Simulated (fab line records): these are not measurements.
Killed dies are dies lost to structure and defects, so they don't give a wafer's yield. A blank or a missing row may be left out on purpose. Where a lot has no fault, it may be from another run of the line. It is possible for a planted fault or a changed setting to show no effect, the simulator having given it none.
Which tool did it? -- flow rit-cmos -- 42 wafers from 14 lots sampled at 4 of the route's 202 steps

== WHAT EACH GAUGE READ, for each wafer ==
RIT_PWELL_OVL_MEAS_06.
lot,measured,on,PWELL_OVL (nm)
L252,day 2 01:25,overlay-01,1.4 -0.8 1.6
L253,day 2 03:20,overlay-01,-0.6 1.0 0.6
L256,day 2 17:53,overlay-02,-1.6 -2.4 -0.6
L257,day 3 02:13,overlay-02,0.0 2.0 -0.3
L258,day 3 05:22,overlay-01,0.0 -0.9 -2.1
L262,day 4 00:17,overlay-01,1.5 1.8 1.6
L263,day 4 07:42,overlay-01,1.3 0.2 1.1
L264,day 4 10:57,overlay-02,2.2 0.9 1.7
L266,day 4 20:10,overlay-02,2.1 0.4 2.7
L267,day 5 02:27,overlay-01,1.4 2.6 2.2
L270,day 5 20:58,overlay-01,-2.6 -0.2 -1.6
L271,day 5 21:19,overlay-01,1.7 -0.7 -1.0
L273,day 6 07:40,overlay-02,2.0 -0.2 -3.2
L274,day 6 12:17,overlay-01,1.3 0.5 -1.0

RIT_PRETRO_OVL_MEAS_06.
lot,measured,on,PRETRO_OVL (nm)
L252,day 2 10:48,overlay-02,0.2 0.6 0.5
L253,day 2 12:08,overlay-02,-2.8 0.2 0.0
L256,day 3 04:05,overlay-01,-0.5 1.2 0.9
L257,day 3 11:07,overlay-01,1.1 -1.0 0.3
L258,day 3 13:55,overlay-02,-2.0 -3.0 -4.4
L262,day 4 08:52,overlay-02,-1.2 -0.6 -2.9
L263,day 4 16:08,overlay-02,-1.0 0.2 1.4
L264,day 4 20:20,overlay-01,-1.8 -1.5 -0.3
L266,day 5 04:43,overlay-02,0.7 -1.8 -0.2
L267,day 5 11:36,overlay-02,-0.2 1.8 -0.7
L270,day 6 05:51,overlay-01,2.4 1.4 2.1
L271,day 6 06:10,overlay-01,0.2 -1.4 1.9
L273,day 6 16:28,overlay-01,-0.6 2.1 1.3
L274,day 6 20:50,overlay-02,1.7 1.0 1.2

RIT_GATE_CD_MEAS_16: target cd 150 nm.
lot,measured,on,cd-nm (nm)
L252,day 2 16:28,cd-sem-01,145.2 148.7 146.6
L253,day 2 17:11,cd-sem-01,147.6 147.0 146.8
L256,day 3 09:16,cd-sem-02,146.9 145.6 145.8
L257,day 3 17:17,cd-sem-02,152.1 150.7 149.9
L258,day 3 18:59,cd-sem-01,150.3 150.6 148.8
L262,day 4 14:12,cd-sem-01,144.7 144.8 145.6
L263,day 4 21:49,cd-sem-01,148.2 150.2 148.8
L264,day 5 01:38,cd-sem-02,148.8 150.9 149.0
L266,day 5 11:52,cd-sem-01,151.0 149.3 149.1
L267,day 5 16:41,cd-sem-02,143.6 145.4 143.2
L270,day 6 11:20,cd-sem-02,149.7 149.2 148.8
L271,day 6 12:37,cd-sem-02,146.8 147.7 148.5
L273,day 6 22:01,cd-sem-02,148.2 149.6 147.5
L274,day 7 02:12,cd-sem-02,142.5 146.6 145.9

== EACH LOT AND THE TOOL THAT RAN IT (in order: tool; ch and the chambers of the sampled wafers; start) ==
lot,RIT_ACTIVE_SOFTBAKE_07
L252,"litho-track-02 ch 0, day 1 15:20"
L253,"litho-track-04 ch 0, day 1 18:53"
L256,"litho-track-02 ch 0, day 2 09:56"
L257,"litho-track-02 ch 0, day 2 14:53"
L258,"litho-track-02 ch 0, day 2 19:53"
L262,"litho-track-04 ch 0, day 3 15:59"
L263,"litho-track-01 ch 0, day 3 20:56"
L264,"litho-track-02 ch 0, day 4 01:55"
L266,"litho-track-04 ch 0, day 4 11:56"
L267,"litho-track-01 ch 0, day 4 17:13"
L270,"litho-track-01 ch 0, day 5 11:10"
L271,"litho-track-04 ch 0, day 5 12:53"
L273,"litho-track-02 ch 0, day 5 22:53"
L274,"litho-track-01 ch 0, day 6 03:57"
- RIT_ACTIVE_SOFTBAKE_07: time 58.26 s.

== AS READ BY THE TOOLS THEMSELVES (means over the sampled wafers that have a number; for cases with no such wafer, the mark the record gives instead) ==
RIT_ACTIVE_SOFTBAKE_07.
lot,tool,chill-plate-temp-C (C),exhaust-pa (Pa),heater-power-total-W (W),plate-temp-C (C)
L252,litho-track-02,22.96,45.4,34.85,89.89
L253,litho-track-04,22.92,45.0,34.86,89.93
L256,litho-track-02,23.01,44.6,34.87,90.07
L257,litho-track-02,23.00,45.0,34.87,89.96
L258,litho-track-02,23.06,45.1,34.81,89.92
L262,litho-track-04,23.04,45.8,34.87,89.97
L263,litho-track-01,22.93,44.5,34.88,90.05
L264,litho-track-02,22.91,43.2,34.87,89.84
L266,litho-track-04,23.07,46.0,37.27,94.30
L267,litho-track-01,22.93,45.4,34.89,89.95
L270,litho-track-01,22.95,45.4,34.85,90.10
L271,litho-track-04,23.16,45.2,37.25,94.41
L273,litho-track-02,22.99,44.1,34.84,89.92
L274,litho-track-01,23.04,44.4,34.84,90.12

== THE ANSWER, worked out from the rows above alone ==
Rule: what is usual is taken from the lots themselves. Put in order of their means at a reading, lots are off if they are a third of the lots or fewer, leave a main group of 4 or more, and stand apart from it by a gap of 3 or more times the standard deviation of the main group's means; of several such gaps the widest counts. A main group whose means are all the same, to the digits that the tables above print for the reading, isn't used. A lot without any number at a reading at which 4 lots or more have one is off too. All remaining lots with rows at the step are treated as sound. Order of review: gauges by route order, followed by the tools' own readings, for which a lot's mean as printed above is used. The first step at which some lot is off is used, and at that step the reading that is off furthest; a lot without a number counts as furthest.
Off, at RIT_ACTIVE_SOFTBAKE_07 on heater-power-total-W: L266, L271. Main group: mean 34.86 W, sd 0.021.
If a tool, at that step or one of the process steps before it, ran each lot that is off and ran no sound lot following the first of them, it fits. One fits: litho-track-04 at RIT_ACTIVE_SOFTBAKE_07. Its last sound lot is L262 (day 3 15:59), its first lot that is off L266 (day 4 11:56): a fault that began between those two fits.
The tool's own readings at RIT_ACTIVE_SOFTBAKE_07 bear it out: on the lots that are off they differ by more than 5 times the standard deviation of the sound lots' means. heater-power-total-W reads 37.26 W there against 34.86 W on the sound lots; plate-temp-C reads 94.35 C there against 89.98 C on the sound lots.

== WHAT THE SIMULATOR HAD INSERTED ==
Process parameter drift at RIT_ACTIVE_SOFTBAKE_07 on litho-track-04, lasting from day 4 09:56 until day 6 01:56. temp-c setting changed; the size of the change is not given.
Shown lots that were struck: L266, L271. Same finding as the rule above.
